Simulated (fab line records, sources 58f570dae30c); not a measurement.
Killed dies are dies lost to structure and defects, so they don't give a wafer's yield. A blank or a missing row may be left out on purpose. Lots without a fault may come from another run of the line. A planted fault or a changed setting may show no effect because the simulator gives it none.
Problem report in the 8D (eight disciplines) form, filled by code | flow berkeley_cmos170 | the parts of the form that need people (team, actions taken, sign-off) are left out

1. THE PROBLEM
o2_flow_sccm at UCB170_PVT_STRIP_08 reads a mean of 600.7 sccm on 6 wafers of 2 lots; wafers without a fault read 400.0 sccm with a standard deviation of 1.3. That is +99 or more standard deviations from the usual mean.
The step: strips in O2.
First seen on wafer L221.1, day 10 11:20, on plasma_asher-04. The record holds 42 wafers of 14 lots with a number at this step. Rule for "out", or "out of limits": more than 4 standard deviations from the usual mean. The other wafers with a number count as sound.

2. WHAT IT IS AND WHAT IT IS NOT
question                    | is                                                     | is not
which readings at this step | o2_flow_sccm, oes_product_au, strip_time_to_endpoint_s | drypump_motor_current_A
which lots                  | L221, L224                                             | L205, L206, L207, L208, L209, L213, L214, L215, L218, L223, L225, L226
which wafers of those lots  | all that have a number                                 | -
read on which tools         | plasma_asher-04                                        | plasma_asher-02, plasma_asher-03
when                        | from day 10 11:20                                      | up to then (27 sound wafers); but 9 sound wafers of L223, L225, L226 came after

3. SUSPECTS, AND WHAT RULES EACH OUT
Counting: a tool at a process step up to the reading stays a suspect if it ran every lot that is out and no sound lot after the first of them.
- plasma_asher-04 at UCB170_PVT_STRIP_08 (strips in O2): kept. It ran every lot that is out, first L221 (day 10 11:20), and no sound lot after that; its last sound lot up to then is L218 (day 10 04:08). Its own readings are out on those wafers: o2_flow_sccm, oes_product_au, strip_time_to_endpoint_s.
Left after counting: plasma_asher-04 at UCB170_PVT_STRIP_08.

4. THE CAUSE (what the simulator had put in)
Process parameter drift: plasma_asher-04, from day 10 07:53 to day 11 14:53, at UCB170_PVT_STRIP_08. Setting o2_flow_sccm, moved by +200, from 400. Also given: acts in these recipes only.
Counting left only this tool.

5. THE CHAIN OF EFFECTS, in route order
Each row: a reading whose mean over the struck wafers that have a number lies more than 3 standard deviations from the usual. Only readings for which the record gives a usual standard deviation are gone through. hours: the time from each lot's start at the first step in this table that gives one to its start at this step, as a median over the lots. sigmas: the change in usual standard deviations.
hours | step                | reading                  | usual      | on struck wafers | change | sigmas
0     | UCB170_PVT_STRIP_08 | o2_flow_sccm             | 400.0 sccm | 600.7            | +200.7 | +99 or more
0     | UCB170_PVT_STRIP_08 | oes_product_au           | 0.734 a.u. | 0.759            | +0.025 | +5.7
0     | UCB170_PVT_STRIP_08 | strip_time_to_endpoint_s | 21.61 s    | 20.58            | -1.03  | -17
The process steps in it:
- UCB170_PVT_STRIP_08: strips in O2.

6. WHAT WOULD HAVE CAUGHT IT SOONER
In this record the first reading out of limits was taken at day 10 11:20, 3 hours after the fault began at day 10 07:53.
